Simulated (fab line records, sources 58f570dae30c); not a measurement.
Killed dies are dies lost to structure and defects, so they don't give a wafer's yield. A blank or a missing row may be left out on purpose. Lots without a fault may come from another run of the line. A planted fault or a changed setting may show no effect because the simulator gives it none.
Split-lot experiment | flow berkeley_cmos170 | 5 lots, 23 wafers read, on a route of 331 steps

THE SPLIT
At UCB170_ACTIVE_STRIP_16 (strips in O2), the setting power_w was moved away from the recipe's 400 W on 7 of the 23 wafers read, by -7.8% to +10.0%. The other wafers ran this setting at the recipe's value.

The reading is taken at the split's own step.

THE READING
oes_product_au, in a.u., at UCB170_ACTIVE_STRIP_16 (strips in O2). Fault-free wafers of this fab line usually give 0.721 a.u., standard deviation 0.0039 a.u..

wafer  | tool, chamber at the split | power_w as run, W | against the recipe | oes_product_au, a.u. | against lot-mates on the recipe
L075.1 | plasma_asher-03, 0         | 400               | recipe             | 0.720                | -
L075.3 | plasma_asher-03, 0         | 400               | recipe             | 0.724                | -
L075.4 | plasma_asher-03, 1         | 400               | recipe             | 0.717                | -
L075.5 | plasma_asher-03, 0         | 400               | recipe             | 0.727                | -
L075.6 | plasma_asher-03, 1         | 400               | recipe             | 0.724                | -
L074.1 | plasma_asher-02, 0         | 400               | recipe             | 0.727                | -
L074.3 | plasma_asher-02, 1         | 400               | recipe             | 0.718                | -
L074.4 | plasma_asher-02, 0         | 400               | recipe             | 0.721                | -
L074.5 | plasma_asher-02, 1         | 385.3             | -3.7%              | 0.711                | -0.011
L074.6 | plasma_asher-02, 0         | 385.3             | -3.7%              | 0.697                | -0.025
L077.1 | plasma_asher-03, 0         | 400               | recipe             | 0.721                | -
L077.2 | plasma_asher-03, 1         | 400               | recipe             | 0.726                | -
L077.6 | plasma_asher-03, 0         | 400               | recipe             | 0.724                | -
L082.1 | plasma_asher-02, 1         | 400               | recipe             | 0.722                | -
L082.3 | plasma_asher-02, 0         | 400               | recipe             | 0.719                | -
L082.4 | plasma_asher-02, 1         | 369               | -7.8%              | 0.698                | -0.026
L082.5 | plasma_asher-02, 1         | 400               | recipe             | 0.730                | -
L082.6 | plasma_asher-02, 0         | 369               | -7.8%              | 0.689                | -0.035
L085.1 | plasma_asher-04, 1         | 440.1             | +10.0%             | 0.761                | +0.039
L085.2 | plasma_asher-04, 0         | 400               | recipe             | 0.718                | -
L085.3 | plasma_asher-04, 0         | 440.1             | +10.0%             | 0.762                | +0.040
L085.4 | plasma_asher-04, 1         | 440.1             | +10.0%             | 0.761                | +0.039
L085.6 | plasma_asher-04, 1         | 400               | recipe             | 0.727                | -

THE FIT
A straight line over all 23 wafers: oes_product_au changes by +0.00391 a.u. for each +1% of power_w; r = +0.97; the points scatter about the line by 0.0044 a.u..
The same after taking each lot's own level away (the mean of its wafers on the recipe; 23 wafers): +0.00395 a.u. for each +1%; r = +0.97; scatter 0.0043 a.u..
On that fit, the largest move of power_w shifts the reading by 0.04 a.u..
The lots' own levels span 0.7220 to 0.7237 a.u., that is 0.4 times the standard deviation above.
So the lot-to-lot level changes the slope little: the two slopes agree.
Check: with one of the wafers moved furthest among these (+10.0%) left out of the fit, the line predicts +0.0394 a.u. for it against its lot-mates. It came out at +0.0385 a.u. against them.
Tool readings at the split's step, against how far the setting was moved: oes_product_au r = +0.97; strip_time_to_endpoint_s r = -0.99.

OTHER SPLITS ON THESE WAFERS
These wafers also went through other splits before the reading. Each is held against what the fit with the lots' levels taken away leaves over:
other split on the same wafers | wafers away from the commonest value | r with oes_product_au (lot level and that fit taken away)
UCB170_PWELL_CVD_05 temp_c     | 15                                   | +0.11

THE WHOLE CHAIN: every reading that the file lists as answering this split, in the file's order
step                   | what it does | reading                  | change (the file's fit)                   | r (the file's)
UCB170_ACTIVE_STRIP_16 | strips in O2 | oes_product_au           | +0.00396 a.u. for each +1% of the setting | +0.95
UCB170_ACTIVE_STRIP_16 | strips in O2 | strip_time_to_endpoint_s | withheld for each +1% of the setting      | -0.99

THE FILE'S OWN FIT
oes_product_au changes by +0.00396 a.u. for each +1% of power_w, r = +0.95.
